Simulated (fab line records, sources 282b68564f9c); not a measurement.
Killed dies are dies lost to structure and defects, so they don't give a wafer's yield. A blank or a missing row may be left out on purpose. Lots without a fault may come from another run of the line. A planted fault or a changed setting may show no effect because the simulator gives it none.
A struck lot beside a sound one | flow rit_cmos | 44 steps out of a route of 202
Sound: wafers L160.1, L160.4, L160.6. Struck: wafers L171.3, L171.4, L171.6. The cause comes at the end.
At each step with rows: each side's tool, then ch and its chambers, then its first start. Under that, the readings that differ: sound wafers | struck wafers | difference of the means | sigmas: that difference in standard deviations of wafers without a fault.
alike: readings whose means differ by less than 2 such deviations, and words and numbers that are the same on both sides. not compared: withheld readings, readings that some wafer has no value for, bounds like >300 that may hide the same value, and numbers for which the record gives no deviation and whose values overlap.
The two part at a step that has a row with sigmas, a row that says differs or no value, or rows on one side only. Numbers that don't overlap but have no deviation are shown without sigmas and don't part them. A reading that every wafer of one side lacks parts them only if that side has two wafers or more.

first, 2 steps without rows for these wafers: RIT_NLDD_HARDBAKE_07 (time 60 s); RIT_NLDD_IMPLANT_08.
RIT_NLDD_STRIP_09: strips in O2, time 180 s.
  sound on plasma_asher-02 ch 0,1, day 3 10:04; struck on plasma_asher-02 ch 0,1, day 5 15:34
  alike: chamber_pressure_mTorr, drypump_motor_current_A, rf_refl_power_W
  not compared: rf_hours_counter_h
RIT_NLDD_TW_MEAS_10:
  sound on film_metro-01, day 3 10:14; struck on film_metro-01, day 5 15:43
  alike: NLDD_TW
then, 6 steps without rows for these wafers: RIT_PLDD_HMDS_00 (prime time 60 s); RIT_PLDD_COAT_01 (resist thk 1000 nm); RIT_PLDD_SOFTBAKE_02 (time 60 s); RIT_PLDD_EXPOSE_03 (exposes mask M8, target cd 40900 nm); RIT_PLDD_PEB_04; RIT_PLDD_DEVELOP_05 (develop time 50 s).
RIT_PLDD_OVL_MEAS_06:
  sound on overlay-01, day 3 11:09; struck on overlay-01, day 5 16:44
  alike: PLDD_OVL
then, 1 step without rows for these wafers: RIT_PLDD_HARDBAKE_07 (time 60 s).
RIT_PLDD_IMPLANT_08:
  sound on implanter-03 ch 0, day 3 11:20; struck on implanter-03 ch 0, day 5 17:16
RIT_PLDD_STRIP_09: strips in O2, time 180 s.
  sound on plasma_asher-03 ch 0, day 3 11:29; struck on plasma_asher-02 ch 0,1, day 5 17:26
  reading                     | sound       | struck      | difference | sigmas
  drypump_motor_current_A (A) | 6.6 6.5 6.5 | 5.1 5.2 5.1 | -1.4       | -3
  alike: chamber_pressure_mTorr, rf_refl_power_W
  not compared: rf_hours_counter_h
RIT_PLDD_TW_MEAS_10:
  sound on film_metro-02, day 3 11:40; struck on film_metro-01, day 5 17:39
  reading | sound          | struck         | difference | sigmas
  PLDD_TW | 2353 2362 2357 | 2735 2733 2731 | +376       | +27
then, 4 steps without rows for these wafers: RIT_SPACER_CLEAN_00 (cleans in SC1, time 600 s); RIT_SPACER_CLEAN_01 (cleans in dHF, time 30 s); RIT_SPACER_CLEAN_02 (cleans in SC2, time 600 s); RIT_SPACER_CVD_03 (deposits Si3N4 from SiH2Cl2/NH3, target thk 250 nm, time 3300 s).
RIT_SPACER_THK_MEAS_04:
  sound on film_metro-04, day 3 14:24; struck on film_metro-03, day 5 20:55
  alike: SPACER_NITRIDE_THK
RIT_SPACER_ETCHBACK_05: etches Si3N4 in SF6/CHF3, stops on SiO2, target depth 250 nm, time 240 s.
  sound on rie_diel-01 ch 0,1,2, day 3 14:28; struck on rie_diel-03 ch 0,2,3, day 5 20:58
  alike: chamber_pressure_mTorr, drypump_motor_current_A, oes_product_au, rf_fwd_power_W, throttle_valve_pct
  not compared: rf_hours_counter_h
then, 6 steps without rows for these wafers: RIT_NSD_HMDS_00 (prime time 60 s); RIT_NSD_COAT_01 (resist thk 1000 nm); RIT_NSD_SOFTBAKE_02 (time 60 s); RIT_NSD_EXPOSE_03 (exposes mask M9, target cd 40700 nm); RIT_NSD_PEB_04; RIT_NSD_DEVELOP_05 (develop time 50 s).
RIT_NSD_OVL_MEAS_06:
  sound on overlay-01, day 3 15:28; struck on overlay-01, day 5 21:58
  alike: NSD_OVL
then, 2 steps without rows for these wafers: RIT_NSD_HARDBAKE_07 (time 60 s); RIT_NSD_IMPLANT_08.
RIT_NSD_STRIP_09: strips in O2, time 180 s.
  sound on plasma_asher-01 ch 0,1, day 3 15:48; struck on plasma_asher-01 ch 0,1, day 5 22:21
  alike: chamber_pressure_mTorr, drypump_motor_current_A, rf_refl_power_W
  not compared: rf_hours_counter_h
RIT_NSD_TW_MEAS_10:
  sound on film_metro-03, day 3 15:58; struck on film_metro-01, day 5 22:29
  alike: NSD_TW
then, 6 steps without rows for these wafers: RIT_PSD_HMDS_00 (prime time 60 s); RIT_PSD_COAT_01 (resist thk 1000 nm); RIT_PSD_SOFTBAKE_02 (time 60 s); RIT_PSD_EXPOSE_03 (exposes mask M10, target cd 40900 nm); RIT_PSD_PEB_04; RIT_PSD_DEVELOP_05 (develop time 50 s).
RIT_PSD_OVL_MEAS_06:
  sound on overlay-01, day 3 17:06; struck on overlay-02, day 5 23:23
  alike: PSD_OVL
then, 2 steps without rows for these wafers: RIT_PSD_HARDBAKE_07 (time 60 s); RIT_PSD_IMPLANT_08.
RIT_PSD_STRIP_09: strips in O2, time 180 s.
  sound on plasma_asher-01 ch 0,1, day 3 17:26; struck on plasma_asher-01 ch 0,1, day 5 23:46
  alike: chamber_pressure_mTorr, drypump_motor_current_A, rf_refl_power_W
  not compared: rf_hours_counter_h
RIT_SDANNEAL_RS_MEAS_06: measures by four-point-probe.
  sound on film_metro-02, day 3 18:22; struck on film_metro-02, day 6 00:39
  reading          | sound             | struck            | difference | sigmas
  PLDD_RS (ohm/sq) | 177.5 177.3 177.2 | 150.9 151.3 151.2 | -26.2      | -52
then, 1 step without rows for these wafers: RIT_M1_PROBE_99.

WHERE THEY PART
First at RIT_PLDD_STRIP_09; last, within this record, at RIT_SDANNEAL_RS_MEAS_06.

WHY: what the simulator had put in
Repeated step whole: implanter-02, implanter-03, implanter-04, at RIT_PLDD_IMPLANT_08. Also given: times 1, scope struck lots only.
